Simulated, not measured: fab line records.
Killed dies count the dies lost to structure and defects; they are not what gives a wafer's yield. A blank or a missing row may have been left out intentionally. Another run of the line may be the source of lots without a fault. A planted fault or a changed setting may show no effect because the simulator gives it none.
One fault seen from 2 desks | flow rit_cmos | what lay behind the numbers comes last; until then each desk has only its own

## AT THE METROLOGY DESK
What the gauges read for every lot (on any tool): the sampled wafers with a number, averaged. If a lot's mean is further than 4 standard deviations from the usual mean, the lot is out of limits and carries the mark OUT (the distance appears in the brackets).
Columns: A = ACTIVE_NITRIDE_THK at RIT_ACTIVE_THK_MEAS_04, usual 149.8 nm; B = GATE_OVL at RIT_GATE_OVL_MEAS_17, usual -0.6 nm
lot  | first seen here | A     | B
L778 | day 1 13:32     | 147.9 | -0.8
L779 | day 1 19:27     | 148.5 | -1.7
L780 | day 1 23:32     | 149.3 | -2.4
L781 | day 2 04:32     | 148.5 | -2.3
L782 | day 2 09:56     | 150.8 | 0.7
L783 | day 2 14:32     | 149.9 | 2.0
L787 | day 3 12:03     | 151.7 | -0.2
L790 | day 4 01:57     | 152.8 | -3.2
L792 | day 4 11:38     | 148.5 | 0.4
L797 | day 5 13:02     | 149.3 | 1.1
L798 | day 5 18:03     | 149.8 | 1.0
L800 | day 6 04:19     | 148.6 | 0.4
Result from this desk: across the 12 lots, nothing is out of limits.

## AT THE TOOL OWNER'S DESK: implanter-02
RIT_PSD_IMPLANT_08, tool's own readings: per-lot mean of the sampled wafers with a number, covering each lot this tool ran. If a lot's mean is further than 4 standard deviations from the usual mean, the lot is out of limits and carries the mark OUT (the distance appears in the brackets).
Columns: A = end_station_pressure_torr at RIT_PSD_IMPLANT_08, usual 1.39e-05 Torr; B = tilt_deg at RIT_PSD_IMPLANT_08, usual 7.003 degrees
lot  | first seen here | A        | B
L779 | day 3 07:46     | 1.40e-05 | 7.006
L781 | day 3 15:29     | 1.29e-05 | 6.999
L782 | day 3 23:40     | 1.31e-05 | 7.015
L783 | day 4 03:46     | 1.38e-05 | 7.032
L787 | day 4 22:22     | 1.31e-05 | 7.000
L790 | day 5 17:14     | 1.34e-05 | 6.545 (-23) OUT
L792 | day 6 02:08     | 1.31e-05 | 6.539 (-23) OUT
Finding of this desk: L790, L792 out of limits; the first was L790 at day 5 17:14, on tilt_deg at RIT_PSD_IMPLANT_08. L779, L781, L782, L783, L787 stayed within limits.

## TAKEN TOGETHER
On L790, L792, at day 5 17:14, an alarm was possible from the tool owner's desk.
At the metrology desk, nothing out of limits was observed.
The metrology desk holds a record of L790, L792, inside its limits.
On implanter-02, each named lot ran RIT_PSD_IMPLANT_08.

## WHAT WAS PUT IN BY THE SIMULATOR
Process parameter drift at RIT_PSD_IMPLANT_08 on implanter-02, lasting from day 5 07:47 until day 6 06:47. The setting tilt_deg was moved by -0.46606, starting from 7. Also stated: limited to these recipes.
Struck lots among those shown: L790, L792.
Delay in hours, fault start to first out-of-limits reading, by desk: the tool owner's desk at 9.
